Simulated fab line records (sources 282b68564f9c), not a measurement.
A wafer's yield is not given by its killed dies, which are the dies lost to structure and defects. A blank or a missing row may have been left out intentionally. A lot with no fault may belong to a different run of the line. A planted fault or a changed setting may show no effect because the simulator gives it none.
What tool caused it? ; flow rit cmos ; 16 lots, 48 wafers sampled, at 3 steps of a route of 202

## WHAT EACH GAUGE READ, for each wafer
RIT_FOX2_THK_MEAS_91. Usual: FIELD_OXIDE_LEFT_2_THK typically reads 250 nm, with standard deviation 6.2.
lot;measured;on;FIELD_OXIDE_LEFT_2_THK (nm);flag
L222;day 2 10:19;film metro-01;255 247 249;
L223;day 2 15:17;film metro-01;252 247 247;
L224;day 2 20:37;film metro-01;253 257 252;
L225;day 3 01:36;film metro-02;240 244 240;
L226;day 3 04:46;film metro-02;250 244 250;
L227;day 3 12:25;film metro-03;261 258 256;
L228;day 3 16:20;film metro-03;249 258 247;
L229;day 3 21:39;film metro-02;258 258 256;
L230;day 4 05:55;film metro-01;249 254 249;
L231;day 4 10:49;film metro-01;247 246 246;
L232;day 4 11:08;film metro-01;259 258 252;
L234;day 5 04:11;film metro-02;231 232 236;
L236;day 5 17:19;film metro-02;261 250 257;
L237;day 5 23:16;film metro-02;253 250 252;
L238;day 6 06:18;film metro-03;253 255 251;
L240;day 6 17:08;film metro-03;251 253 250;

RIT_NSD_OVL_MEAS_06. Usual: NSD_OVL typically reads -1.0 nm, with standard deviation 1.3.
lot;measured;on;NSD_OVL (nm);flag
L222;day 3 01:41;overlay-02;1.9 2.3 2.4;
L223;day 3 08:36;overlay-02;-3.4 -2.1 -1.6;
L224;day 3 14:32;overlay-01;-1.4 -2.0 -2.1;
L225;day 3 16:53;overlay-02;-2.1 -0.2 -0.1;
L226;day 3 21:32;overlay-01;-1.5 -0.4 -0.9;
L227;day 4 04:29;overlay-01;1.2 1.8 2.1;
L228;day 4 08:20;overlay-01;-3.1 -2.1 -0.9;
L229;day 4 18:48;overlay-01;-1.0 -1.6 -0.7;
L230;day 5 00:52;overlay-02;357.8 358.1 358.6;OFF
L231;day 5 04:58;overlay-02;0.9 -0.1 1.5;
L232;day 5 05:11;overlay-02;-3.0 -1.6 -1.1;
L234;day 6 07:46;overlay-01;361.2 359.1 360.4;OFF
L236;day 6 18:38;overlay-01;1.1 -0.5 -0.6;
L237;day 6 18:02;overlay-02;359.0 358.5 358.1;OFF
L238;day 7 00:04;overlay-02;357.8 357.1 358.1;OFF
L240;day 7 10:57;overlay-02;-2.2 -2.2 -1.6;

## TOOL THAT RAN EACH LOT (tool first, then ch and the chambers of the sampled wafers, then the start)
lot;RIT_NSD_EXPOSE_03
L222;iline stepper-01 ch 0, day 3 01:17
L223;iline stepper-02 ch 0, day 3 08:12
L224;iline stepper-02 ch 0, day 3 14:09
L225;iline stepper-02 ch 0, day 3 16:32
L226;iline stepper-01 ch 0, day 3 21:08
L227;iline stepper-01 ch 0, day 4 04:07
L228;iline stepper-02 ch 0, day 4 07:58
L229;iline stepper-02 ch 0, day 4 18:24
L230;iline stepper-02 ch 0, day 5 00:28
L231;iline stepper-01 ch 0, day 5 04:34
L232;iline stepper-01 ch 0, day 5 04:47
L234;iline stepper-02 ch 0, day 6 07:22
L236;iline stepper-01 ch 0, day 6 18:05
L237;iline stepper-02 ch 0, day 6 17:17
L238;iline stepper-02 ch 0, day 6 23:40
L240;iline stepper-01 ch 0, day 7 10:35
- RIT_NSD_EXPOSE_03: exposes mask M9, target cd 40700 nm.

## WHAT THE TOOLS THEMSELVES READ (means of the sampled wafers that have a number; where no wafer has one, the mark that the record gives instead)
The record holds no such reading with a usual standard deviation.

## THE ANSWER, worked out from the rows above alone
Rule: take the mean of a lot's wafers that have a number; if it is more than 3 standard deviations from the usual mean, the lot is off. A lot without any number at a reading at which 4 lots or more have one is off too. The other lots that the step has rows for count as sound. The gauges are gone through in route order, then the tools' own readings, and for those a lot's mean is taken as printed above. The first step at which some lot is off is used, and at that step the reading that is off furthest; a lot without a number counts as furthest.
Off: L230, L234, L237, L238, at RIT_NSD_OVL_MEAS_06 (NSD_OVL).
If a tool, at a process step before that reading, ran all the lots that are off and no sound lot after the first of them, it fits. Those tools and the gauges at RIT_NSD_OVL_MEAS_06 are tried in the same way. One fits: RIT_NSD_EXPOSE_03 on iline stepper-02. A fault onset in the window from L229 (day 4 18:24, its last sound lot) to L230 (day 5 00:28, its first lot off) fits.

## WHAT THE SIMULATOR HAD PUT IN
Scanner matching overlay: iline stepper-02, from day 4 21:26 on, at RIT_NSD_EXPOSE_03. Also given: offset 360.
Shown lots that were struck: L230, L234, L237, L238. The rule above reached the same finding.
